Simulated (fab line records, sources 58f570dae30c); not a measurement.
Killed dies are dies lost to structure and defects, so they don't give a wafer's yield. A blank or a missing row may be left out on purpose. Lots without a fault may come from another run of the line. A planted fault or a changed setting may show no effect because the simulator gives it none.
A struck lot beside a sound one | flow berkeley_cmos170 | 44 steps out of a route of 331
Sound: wafers L524.3, L524.4, L524.5. Struck: wafers L538.2, L538.4, L538.5. The cause comes at the end.
At each step with rows: each side's tool, then ch and its chambers, then its first start. Under that, the readings that differ: sound wafers | struck wafers | difference of the means | sigmas: that difference in standard deviations of wafers without a fault.
alike: readings whose means differ by less than 2 such deviations, and words and numbers that are the same on both sides. not compared: withheld readings, readings that some wafer has no value for, bounds like >300 that may hide the same value, and numbers for which the record gives no deviation and whose values overlap.
The two part at a step that has a row with sigmas, a row that says differs or no value, or rows on one side only. Numbers that don't overlap but have no deviation are shown without sigmas and don't part them. A reading that every wafer of one side lacks parts them only if that side has two wafers or more.

UCB170_GATE_STRIP_16: strips in O2.
  sound on plasma_asher-02 ch 0,1, day 6 23:48; struck on plasma_asher-01 ch 0,1, day 10 11:15
  alike: chamber_pressure_mTorr, drypump_motor_current_A, oes_product_au
  not compared: rf_hours_counter_h
UCB170_GATE_CD_MEAS_90: target cd 350 nm.
  sound on cd_sem-02, day 6 23:54; struck on cd_sem-01, day 10 11:22
  alike: cd_nm
then, 7 steps without rows for these wafers: UCB170_GATE_CLEAN_17 (cleans in SPM, time 600 s); UCB170_PLDD_HMDS_00 (prime time 60 s); UCB170_PLDD_COAT_01 (resist thk 900 nm); UCB170_PLDD_SOFTBAKE_02 (time 60 s); UCB170_PLDD_EXPOSE_03 (exposes mask PSELECT, target cd 1200 nm); UCB170_PLDD_PEB_04; UCB170_PLDD_DEVELOP_05 (develop time 45 s).
UCB170_PLDD_CD_MEAS_06: target cd 1200 nm.
  sound on cd_sem-02, day 7 01:38; struck on cd_sem-02, day 10 13:01
  alike: cd_nm
UCB170_PLDD_OVL_MEAS_07:
  sound on overlay-02, day 7 01:43; struck on overlay-02, day 10 13:07
  alike: PLDD_OVL
then, 1 step without rows for these wafers: UCB170_PLDD_IMPLANT_08.
UCB170_PLDD_IMPLANT_09:
  sound on implanter-03 ch 0, day 7 01:57; struck on implanter-04 ch 0, day 10 13:19
  reading            | sound                     | struck                       | difference | sigmas
  dose_ions_cm2      | 5e+13 4.997e+13 4.997e+13 | 2.765e+13 2.749e+13 2.75e+13 | -2.243e+13 | -99 or more
  faraday_current_uA | 156 156 163               | 89 84 85                     | -72        | -23
  alike: beam_energy_keV, beam_on_s
UCB170_PLDD_STRIP_10: strips in O2.
  sound on plasma_asher-03 ch 0,1, day 7 02:05; struck on plasma_asher-03 ch 0,1, day 10 13:27
  reading                      | sound             | struck            | difference | sigmas
  strip_time_to_endpoint_s (s) | 21.69 21.72 21.67 | 21.43 21.50 21.46 | -0.23      | -4
  alike: chamber_pressure_mTorr, drypump_motor_current_A, oes_product_au
  not compared: rf_hours_counter_h
UCB170_PLDD_TW_MEAS_11:
  sound on film_metro-01, day 7 02:10; struck on film_metro-03, day 10 13:34
  reading | sound       | struck      | difference | sigmas
  PLDD_TW | 996 994 996 | 938 937 937 | -58        | -7
then, 7 steps without rows for these wafers: UCB170_PLDD_CLEAN_12 (cleans in SPM, time 600 s); UCB170_NLDD_HMDS_00 (prime time 60 s); UCB170_NLDD_COAT_01 (resist thk 900 nm); UCB170_NLDD_SOFTBAKE_02 (time 60 s); UCB170_NLDD_EXPOSE_03 (exposes mask NSELECT, target cd 1200 nm); UCB170_NLDD_PEB_04; UCB170_NLDD_DEVELOP_05 (develop time 45 s).
UCB170_NLDD_CD_MEAS_06: target cd 1200 nm.
  sound on cd_sem-01, day 7 03:32; struck on cd_sem-01, day 10 15:02
  reading    | sound                | struck               | difference | sigmas
  cd_nm (nm) | 1202.9 1202.3 1201.2 | 1198.5 1197.9 1199.2 | -3.6       | -2
UCB170_NLDD_OVL_MEAS_07:
  sound on overlay-01, day 7 03:38; struck on overlay-02, day 10 15:08
  alike: NLDD_OVL
then, 2 steps without rows for these wafers: UCB170_NLDD_IMPLANT_08; UCB170_NLDD_IMPLANT_09.
UCB170_NLDD_STRIP_10: strips in O2.
  sound on plasma_asher-02 ch 0,1, day 7 03:59; struck on plasma_asher-02 ch 0,1, day 10 15:28
  alike: chamber_pressure_mTorr, drypump_motor_current_A, oes_product_au, strip_time_to_endpoint_s
  not compared: rf_hours_counter_h
UCB170_NLDD_TW_MEAS_11:
  sound on film_metro-03, day 7 04:04; struck on film_metro-03, day 10 15:35
  alike: NLDD_TW
then, 1 step without rows for these wafers: UCB170_NLDD_CLEAN_12 (cleans in SPM, time 600 s).
UCB170_SPACER_CVD_00: deposits SiO2 from TEOS/O2, target thk 376 nm, time 47 s.
  sound on pecvd-02 ch 1,2, day 7 04:19; struck on pecvd-01 ch 0,1,2, day 10 16:02
  alike: heater_power_w
UCB170_SPACER_THK_MEAS_01:
  sound on film_metro-01, day 7 04:23; struck on film_metro-04, day 10 16:05
  alike: SPACER_TEOS_THK
then, 1 step without rows for these wafers: UCB170_SPACER_ANNEAL_02 (time 1800 s).
UCB170_SPACER_ETCHBACK_03: etches SiO2 in CHF3/CF4/Ar, stops on Si, target depth 376 nm, time 100 s.
  sound on rie_diel-02 ch 1,2,3, day 7 10:13; struck on rie_diel-04 ch 1,3, day 10 22:49
  alike: cf4_flow_sccm, chamber_pressure_mTorr, drypump_motor_current_A, oes_product_au, throttle_valve_pct
  not compared: rf_hours_counter_h
then, 6 steps without rows for these wafers: UCB170_PSD_HMDS_00 (prime time 60 s); UCB170_PSD_COAT_01 (resist thk 900 nm); UCB170_PSD_SOFTBAKE_02 (time 60 s); UCB170_PSD_EXPOSE_03 (exposes mask PSELECT MOD, target cd 1200 nm); UCB170_PSD_PEB_04; UCB170_PSD_DEVELOP_05 (develop time 45 s).
UCB170_PSD_CD_MEAS_06: target cd 1200 nm.
  sound on cd_sem-02, day 7 11:27; struck on cd_sem-02, day 10 23:53
  alike: cd_nm
UCB170_PSD_OVL_MEAS_07:
  sound on overlay-02, day 7 11:32; struck on overlay-01, day 10 23:59
  alike: PSD_OVL
then, 1 step without rows for these wafers: UCB170_PSD_IMPLANT_08.
UCB170_SDANNEAL_RS_MEAS_04: measures by four-point-probe.
  sound on film_metro-02, day 7 15:49; struck on film_metro-01, day 11 04:16
  reading          | sound                | struck               | difference | sigmas
  PLDD_RS (ohm/sq) | 1032.3 1031.3 1031.3 | 1259.9 1259.4 1257.7 | +227.4     | +78
UCB170_M3_PROBE_99:
  sound on prober-01, day 8 14:49; struck on prober-02, day 12 00:49
  reading                             | sound             | struck            | difference | sigmas
  model.etest.pldd.line_ohm_um        | 1762 1776 1764    | 2247 2260 2233    | +479       |
  model.etest.pmos_0p6.r_on_ohm_um    | 8409 8252 8263    | 8731 8752 8952    | +504       |
  model.etest.pmos_0p35.r_on_ohm_um   | 4665 4534 4590    | 4900 4905 5034    | +350       |
  model.etest.pldd.rs_ohm_sq          | 1108 1109 1103    | 1353 1375 1366    | +258       |
  model.etest.pmos_turned.drive_ua_um | 301 307.2 306.4   | 287.9 286.8 279.6 | -20.1      |
  model.etest.pmos_0p35.drive_ua_um   | 290.1 293.9 293.2 | 276.3 273.2 268.6 | -19.7      |
  model.etest.pmos_0p6.drive_ua_um    | 163.4 165.7 167.7 | 156.7 157 153.6   | -9.8       |
  model.etest.pmos_0p35.swing_mv_dec  | 75.65 75.47 75.44 | 76.64 76.31 76.93 | +1.11      |

WHERE THEY PART
First at UCB170_PLDD_IMPLANT_09; last, within this record, at UCB170_SDANNEAL_RS_MEAS_04.

WHY: what the simulator had put in
Process parameter drift: implanter-04, from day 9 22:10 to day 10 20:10, at UCB170_PLDD_IMPLANT_09. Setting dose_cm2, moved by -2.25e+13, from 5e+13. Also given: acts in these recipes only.
